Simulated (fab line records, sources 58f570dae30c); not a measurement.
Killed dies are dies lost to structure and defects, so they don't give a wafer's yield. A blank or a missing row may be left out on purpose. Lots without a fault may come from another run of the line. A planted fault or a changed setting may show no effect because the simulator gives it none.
fab line records | flow berkeley_cmos170
record lots=15 wafers=45 last_day=10
route steps=331 shown PWELL@51 ACTIVE@77 PVT@122 NSD@194
lots that met no fault: from a run of the same line without faults
start_h: hours from the record's first day to the start of the lot's first wafer shown | wait_h: hours since the lot's step before | " the same as in the row above | L1.1+2: a row that stands for several wafers | - no value, or no start given | * or withheld: withheld | < > ~ a bound
route shown NAME@n: a module of which the file shows steps, and the number in the route of the first | usual: mean/standard deviation of fault-free wafers | same: alike in all rows | chamber/n: place in a boat | sites: the reading at each site | _std_site: their standard deviation | _edge_site: outer sites' mean less inner sites' | radius_mm: how far each site lies from the wafer's centre | mask NAME#n: copy n | behind: the tool/chamber that last shaped the wafer | hold: why the lot was held/for how many hours/how that ended | device: the transistor (n, p or np) that didn't switch | end of line: the same wafers' tests at the end of the route | a step without rows: its recipe alone | killed: dies lost to structure and defects at the first sort, not the wafer's yield | map: a wafer's dies, x killed, . not, _ none there
set.NAME: the setting as run; set.NAME@STEP: as run at that earlier step | model.NAME: the simulator's own value behind a step, which no gauge read
steps of the route over a sample of lots; a table a step, a row a wafer
services: from which hour (start_h, from the record's first day; less than 0 if before it) a tool's chamber was out of use, for how many hours, and why
## steps
# step UCB170_PWELL_TW_MEAS_17
# usual PWELL_TW=379.6/1.9
# columns lot.wafer tool chamber start_h wait_h PWELL_TW
L376.2 film_metro-02 - 47.35 0.1 378.2
L376.4 " - " " 379.6
L376.5 " - " " 378.9
L377.2 film_metro-02 - 53.40 0.1 380.0
L377.3 " - " " 380.9
L377.4 " - " " 378.2
L378.1 film_metro-01 - 64.55 0.1 380.6
L378.2 " - " " 380.6
L378.3 " - " " 383.6
L380.1 film_metro-04 - 64.78 0.1 375.1
L380.4 " - " " 378.0
L380.6 " - " " 376.7
L379.4 film_metro-02 - 64.86 0.1 381.5
L379.5 " - " " 379.8
L379.6 " - " " 379.3
L382.1 film_metro-01 - 70.70 0.1 379.6
L382.2 " - " " 380.3
L382.6 " - " " 379.1
L381.4 film_metro-01 - 72.92 0.1 380.3
L381.5 " - " " 377.2
L381.6 " - " " 377.8
L383.2 film_metro-01 - 87.28 0.1 379.8
L383.4 " - " " 379.7
L383.6 " - " " 378.8
L384.2 film_metro-02 - 87.51 0.1 380.1
L384.3 " - " " 380.4
L384.6 " - " " 380.6
L385.2 film_metro-02 - 91.77 0.1 379.7
L385.3 " - " " 378.6
L385.4 " - " " 378.7
L386.2 film_metro-02 - 96.63 0.1 381.4
L386.4 " - " " 379.6
L386.6 " - " " 382.8
L387.1 film_metro-04 - 101.25 0.1 381.1
L387.3 " - " " 376.9
L387.6 " - " " 378.5
L388.1 film_metro-01 - 110.37 0.1 383.8
L388.3 " - " " 382.7
L388.4 " - " " 383.9
L389.1 film_metro-04 - 115.87 0.1 377.5
L389.4 " - " " 377.7
L389.5 " - " " 378.2
L390.1 film_metro-04 - 125.94 0.1 376.7
L390.2 " - " " 379.0
L390.5 " - " " 377.9
# step UCB170_ACTIVE_CD_MEAS_90
# recipe target_cd_nm=1200
# usual cd_nm=1199.5/1.4
# columns lot.wafer tool chamber start_h wait_h cd_nm
L376.2 cd_sem-01 - 71.87 0.1 1200.5
L376.4 " - " " 1199.9
L376.5 " - " " 1199.9
L377.2 cd_sem-01 - 81.05 0.1 1198.8
L377.3 " - " " 1199.6
L377.4 " - " " 1199.4
L378.1 cd_sem-02 - 91.87 0.1 1199.1
L378.2 " - " " 1198.9
L378.3 " - " " 1200.3
L380.1 cd_sem-01 - 92.16 0.1 1198.5
L380.4 " - " " 1198.6
L380.6 " - " " 1199.8
L379.4 cd_sem-02 - 94.77 0.1 1202.4
L379.5 " - " " 1201.6
L379.6 " - " " 1202.7
L382.1 cd_sem-01 - 98.76 0.1 1203.7
L382.2 " - " " 1202.3
L382.6 " - " " 1201.7
L381.4 cd_sem-02 - 99.24 0.1 1200.0
L381.5 " - " " 1199.9
L381.6 " - " " 1198.9
L383.2 cd_sem-01 - 120.37 0.1 1199.2
L383.4 " - " " 1198.5
L383.6 " - " " 1199.9
L384.2 cd_sem-01 - 120.49 0.1 1200.1
L384.3 " - " " 1199.5
L384.6 " - " " 1199.1
L385.2 cd_sem-02 - 120.73 0.1 1199.0
L385.3 " - " " 1198.8
L385.4 " - " " 1198.8
L386.2 cd_sem-02 - 138.65 0.1 1201.5
L386.4 " - " " 1200.7
L386.6 " - " " 1200.3
L388.1 cd_sem-02 - 146.92 0.1 1197.8
L388.3 " - " " 1198.9
L388.4 " - " " 1198.5
L387.1 cd_sem-01 - 147.04 0.1 1200.3
L387.3 " - " " 1199.9
L387.6 " - " " 1200.0
L389.1 cd_sem-02 - 147.24 0.1 1197.2
L389.4 " - " " 1196.0
L389.5 " - " " 1196.4
L390.1 cd_sem-02 - 152.68 0.1 1199.5
L390.2 " - " " 1198.5
L390.5 " - " " 1199.2
# step UCB170_PVT_IMPLANT_07
# recipe species=P dose_cm2=2e+12 energy_kev=30 tilt_deg=7
# usual implant_ion_amu=31/0
# columns lot.wafer tool chamber start_h wait_h implant_ion_amu
L376.2 implanter-02 0 103.26 0.0 31
L376.4 " 0 " " 31
L376.5 " 0 " " 31
L377.2 implanter-01 0 112.16 0.0 31
L377.3 " 0 " " 31
L377.4 " 0 " " 31
L378.1 implanter-01 0 130.67 0.0 31
L378.2 " 0 " " 31
L378.3 " 0 " " 31
L380.1 implanter-03 0 131.22 0.0 31
L380.4 " 0 " " 31
L380.6 " 0 " " 31
L381.4 implanter-01 0 142.11 0.1 31
L381.5 " 0 " " 31
L381.6 " 0 " " 31
L382.1 implanter-02 0 142.25 0.0 31
L382.2 " 0 " " 31
L382.6 " 0 " " 31
L379.4 implanter-01 0 142.66 0.1 31
L379.5 " 0 " " 31
L379.6 " 0 " " 31
L385.2 implanter-01 0 154.52 0.0 31
L385.3 " 0 " " 31
L385.4 " 0 " " 31
L384.2 implanter-03 0 154.80 0.0 31
L384.3 " 0 " " 31
L384.6 " 0 " " 31
L383.2 implanter-02 0 154.95 0.0 31
L383.4 " 0 " " 31
L383.6 " 0 " " 31
L386.2 implanter-02 0 166.60 0.0 31
L386.4 " 0 " " 31
L386.6 " 0 " " 31
L388.1 implanter-02 0 172.95 0.0 75
L388.3 " 0 " " 75
L388.4 " 0 " " 75
L389.1 implanter-03 0 173.22 0.0 75
L389.4 " 0 " " 75
L389.5 " 0 " " 75
L387.1 implanter-03 0 173.50 0.0 75
L387.3 " 0 " " 75
L387.6 " 0 " " 75
L390.1 implanter-01 0 180.45 0.0 75
L390.2 " 0 " " 75
L390.5 " 0 " " 75
# step UCB170_PVT_TW_MEAS_09
# usual PVT_TW=508.4/2.4
# columns lot.wafer tool chamber start_h wait_h PVT_TW
L376.2 film_metro-04 - 103.50 0.1 505.6
L376.4 " - " " 506.3
L376.5 " - " " 506.7
L377.2 film_metro-02 - 112.40 0.1 509.9
L377.3 " - " " 510.1
L377.4 " - " " 508.9
L378.1 film_metro-02 - 130.92 0.1 507.5
L378.2 " - " " 507.9
L378.3 " - " " 508.3
L380.1 film_metro-01 - 131.47 0.1 509.5
L380.4 " - " " 510.2
L380.6 " - " " 511.5
L381.4 film_metro-01 - 142.31 0.1 510.2
L381.5 " - " " 511.8
L381.6 " - " " 512.3
L382.1 film_metro-04 - 142.50 0.1 504.9
L382.2 " - " " 506.7
L382.6 " - " " 508.5
L379.4 film_metro-02 - 142.86 0.1 504.5
L379.5 " - " " 509.1
L379.6 " - " " 505.3
L385.2 film_metro-01 - 154.76 0.1 511.7
L385.3 " - " " 510.4
L385.4 " - " " 510.7
L384.2 film_metro-02 - 155.03 0.1 508.7
L384.3 " - " " 509.5
L384.6 " - " " 507.8
L383.2 film_metro-04 - 155.18 0.1 506.2
L383.4 " - " " 504.7
L383.6 " - " " 505.4
L386.2 film_metro-01 - 166.94 0.2 511.1
L386.4 " - " " 510.2
L386.6 " - " " 510.1
L388.1 film_metro-02 - 173.20 0.1 669.3
L388.3 " - " " 668.8
L388.4 " - " " 669.7
L389.1 film_metro-04 - 173.47 0.1 670.4
L389.4 " - " " 663.5
L389.5 " - " " 665.1
L387.1 film_metro-02 - 173.75 0.1 666.4
L387.3 " - " " 664.5
L387.6 " - " " 668.0
L390.1 film_metro-02 - 180.70 0.1 669.4
L390.2 " - " " 669.6
L390.5 " - " " 673.2
# step UCB170_NSD_OVL_MEAS_07
# usual NSD_OVL=7/4.4
# columns lot.wafer tool chamber start_h wait_h NSD_OVL[nm]
L376.2 overlay-01 - 137.77 0.1 7
L376.4 " - " " 6
L376.5 " - " " 2
L377.2 overlay-02 - 144.20 0.1 8
L377.3 " - " " 4
L377.4 " - " " 9
L380.1 overlay-01 - 157.70 0.1 3
L380.4 " - " " 9
L380.6 " - " " 10
L378.1 overlay-01 - 162.33 0.1 20
L378.2 " - " " 23
L378.3 " - " " 12
L381.4 overlay-01 - 164.25 0.1 2
L381.5 " - " " 8
L381.6 " - " " 2
L379.4 overlay-02 - 164.33 0.1 0
L379.5 " - " " -3
L379.6 " - " " 3
L382.1 overlay-01 - 164.53 0.1 7
L382.2 " - " " 5
L382.6 " - " " 7
L385.2 overlay-01 - 181.48 0.1 6
L385.3 " - " " 5
L385.4 " - " " 9
L383.2 overlay-01 - 183.32 0.1 10
L383.4 " - " " 2
L383.6 " - " " 7
L384.2 overlay-01 - 183.60 0.1 8
L384.3 " - " " 14
L384.6 " - " " 13
L386.2 overlay-01 - 187.59 0.1 11
L386.4 " - " " 2
L386.6 " - " " 7
L389.1 overlay-01 - 197.73 0.1 13
L389.4 " - " " 6
L389.5 " - " " 3
L387.1 overlay-01 - 197.97 0.1 7
L387.3 " - " " 9
L387.6 " - " " 7
L388.1 overlay-02 - 198.01 0.1 6
L388.3 " - " " 8
L388.4 " - " " 10
L390.1 overlay-01 - 206.53 0.1 8
L390.2 " - " " 13
L390.5 " - " " 9
## services
# columns tool chamber start_h hours kind
implanter-01 - 84.64 3.5 pm
implanter-03 - 84.81 6.8 repair
implanter-03 - 91.52 1.2 repair
implanter-02 - 175.25 2.5 repair
implanter-02 - 178.38 6.5 repair
## key
first_sign step=UCB170_PVT_IMPLANT_07 reading=implant_ion_amu direction=up sigmas=99+ usual=31 struck=75
effect step=UCB170_PVT_TW_MEAS_09 reading=PVT_TW direction=up sigmas=67 usual=508.4 struck=668.2
met_at UCB170_PVT_IMPLANT_07
struck_lots L387,L388,L389,L390
tester_left_out L387,L388,L389,L390
not_acting_at UCB170_PWELL_TW_MEAS_17,UCB170_ACTIVE_CD_MEAS_90,UCB170_NSD_OVL_MEAS_07
fault kind=wrong_recipe_download tool=implanter-01,implanter-02,implanter-03 chamber=- onset_h=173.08 steps=UCB170_PVT_IMPLANT_07 wrong_recipe.not_listed=1
# tester_left_out: of these lots the tester's yield and bins aren't shown, on N5 and GAA mostly nor the transistor test; their killed dies are dies lost to structure and defects alone, not to doping, threshold or leakage, so they don't give the yield
